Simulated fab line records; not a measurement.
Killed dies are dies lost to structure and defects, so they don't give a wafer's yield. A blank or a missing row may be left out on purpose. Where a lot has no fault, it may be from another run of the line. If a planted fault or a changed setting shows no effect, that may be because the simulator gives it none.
Struck lot and sound lot, side by side ; flow rit_cmos ; 15 out of 202 route steps
Sound: these wafers, L856.3, L856.4, L856.5. Wafers struck: L871.2, L871.3, L871.5. Last of all comes the cause.
Per side, at each step with rows, come the tool, then ch with its chambers, and then its first start. Under that, the readings that differ: sound wafers ; struck wafers ; difference of the means ; sigmas: that difference in standard deviations of wafers without a fault.
alike: same words and numbers on both sides, and readings whose means sit less than 2 such deviations apart. not compared: any withheld reading, any reading some wafer has no value for, any bound like >300 that may hide the same value, and any number with overlapping values for which the record gives no deviation.
A row with sigmas, a row that says differs or no value, or rows on one side alone: a step with any of these is where the two part. When numbers do not overlap yet have no deviation, they are printed without sigmas and do not part them. Lack of a reading on every wafer of one side parts them only where that side has two or more wafers.

RIT_SILICIDE_RTA_06: time 10 s, ramp up 5 s, ramp down 10 s.
  sound on rtp_anneal-01 ch 0, day 3 17:22; struck on rtp_anneal-02 ch 0, day 7 02:07
  alike: wafer_temp_C_max
RIT_CONTACT_CVD_00: deposits SiO2 from TEOS, target thk 400 nm, time 61 s.
  sound on pecvd-03 ch 0,2, day 3 17:24; struck on pecvd-01 ch 0,2, day 7 02:10
  alike: heater_power_w
RIT_CONTACT_THK_MEAS_01:
  sound: film_metro-02 at day 3 17:28; struck: film_metro-02 at day 7 02:14
  alike: CONTACT_TEOS_THK
then, 6 steps without rows for these wafers: RIT_CONTACT_HMDS_02 (prime time 60 s); RIT_CONTACT_COAT_03 (resist thk 1000 nm); RIT_CONTACT_SOFTBAKE_04 (time 60 s); RIT_CONTACT_EXPOSE_05 (exposes mask M11, target cd 1000 nm); RIT_CONTACT_PEB_06; RIT_CONTACT_DEVELOP_07 (develop time 120 s).
RIT_CONTACT_CD_MEAS_08: the cd target is 1000 nm.
  sound: cd_sem-02 at day 3 18:31; struck: cd_sem-02 at day 7 03:42
  alike: cd_nm
RIT_CONTACT_OVL_MEAS_09:
  sound: overlay-02 at day 3 18:37; struck: overlay-01 at day 7 03:49
reading;sound;struck;difference;sigmas
CONTACT_OVL (nm);-0.3 -3.9 -0.7;1.9 0.2 1.5;+2.8;+2
then, 1 step without rows for these wafers: RIT_CONTACT_HARDBAKE_10 (time 60 s).
RIT_CONTACT_ETCH_11: etches SiO2 in CHF3/CF4/Ar, stops on TiSi2, target depth 480 nm, time 320 s.
  sound on rie_diel-04 ch 0,3, day 3 18:47; struck on rie_diel-04 ch 0,1,2, day 7 03:59
reading;sound;struck;difference;sigmas
over_etch_frac;0.2 0.2 0.2;0.7 0.7 0.7;+0.5;
model.NOVOLAK_of_CONTACT_COAT_03.thk_nm (nm);769.8 770.8 770.2;717.4 716.4 718.6;-52.8;
  alike: drypump_motor_current_A, oes_product_au, throttle_valve_pct
  not compared: rf_hours_counter_h
RIT_CONTACT_STRIP_12: strips in O2, time 180 s.
  sound on plasma_asher-02 ch 0,1, day 3 19:02; struck on plasma_asher-02 ch 0, day 7 04:11
  alike: drypump_motor_current_A
  not compared: rf_hours_counter_h
RIT_M1_PROBE_99:
  sound: prober-01 at day 3 23:56; struck: prober-01 at day 7 09:49
reading;sound;struck;difference;sigmas
model.etest.nmos_0p15.junction_log10_a_um;-13.68 -13.61 -13.5;-11.26 -10.68 -10.43;+2.81;
model.etest.nmos_narrow.off_log10_a_um;-13.24 -13.26 -13.06;-11.26 -10.68 -10.43;+2.40;
model.etest.nmos_0p3.off_log10_a_um;-13.04 -13.08 -13.07;-11.25 -10.68 -10.43;+2.28;
model.etest.gate_end_array.leak_log10_a_um;-12.91 -12.92 -12.93;-11.05 -10.35 -10.19;+2.39;
model.etest.pmos_0p15.junction_log10_a_um;-13.72 -13.68 -13.84;-12.25 -11.68 -11.43;+1.96;
model.etest.contact_diode_array.leak_log10_a (angstrom);-9.346 -9.074 -9.562;-7.968 -7.321 -7.197;+1.832;
model.etest.pmos_0p3.off_log10_a_um;-12.92 -13.04 -12.83;-12.12 -11.66 -11.42;+1.20;
model.etest.select_edge_diode_n.leak_log10_a (angstrom);-9.504 -9.749 -9.786;-9.038 -8.651 -8.497;+0.951;
  alike: killed_at_M0_to_M3, killed_at_front_end, killed_dies, killed_open, killed_short

WHERE THEY PART
Within this record, at RIT_CONTACT_OVL_MEAS_09 only. Later steps at which nothing parts them and some readings are alike: RIT_CONTACT_ETCH_11, RIT_CONTACT_STRIP_12, RIT_M1_PROBE_99.

WHY: whatever the simulator had introduced
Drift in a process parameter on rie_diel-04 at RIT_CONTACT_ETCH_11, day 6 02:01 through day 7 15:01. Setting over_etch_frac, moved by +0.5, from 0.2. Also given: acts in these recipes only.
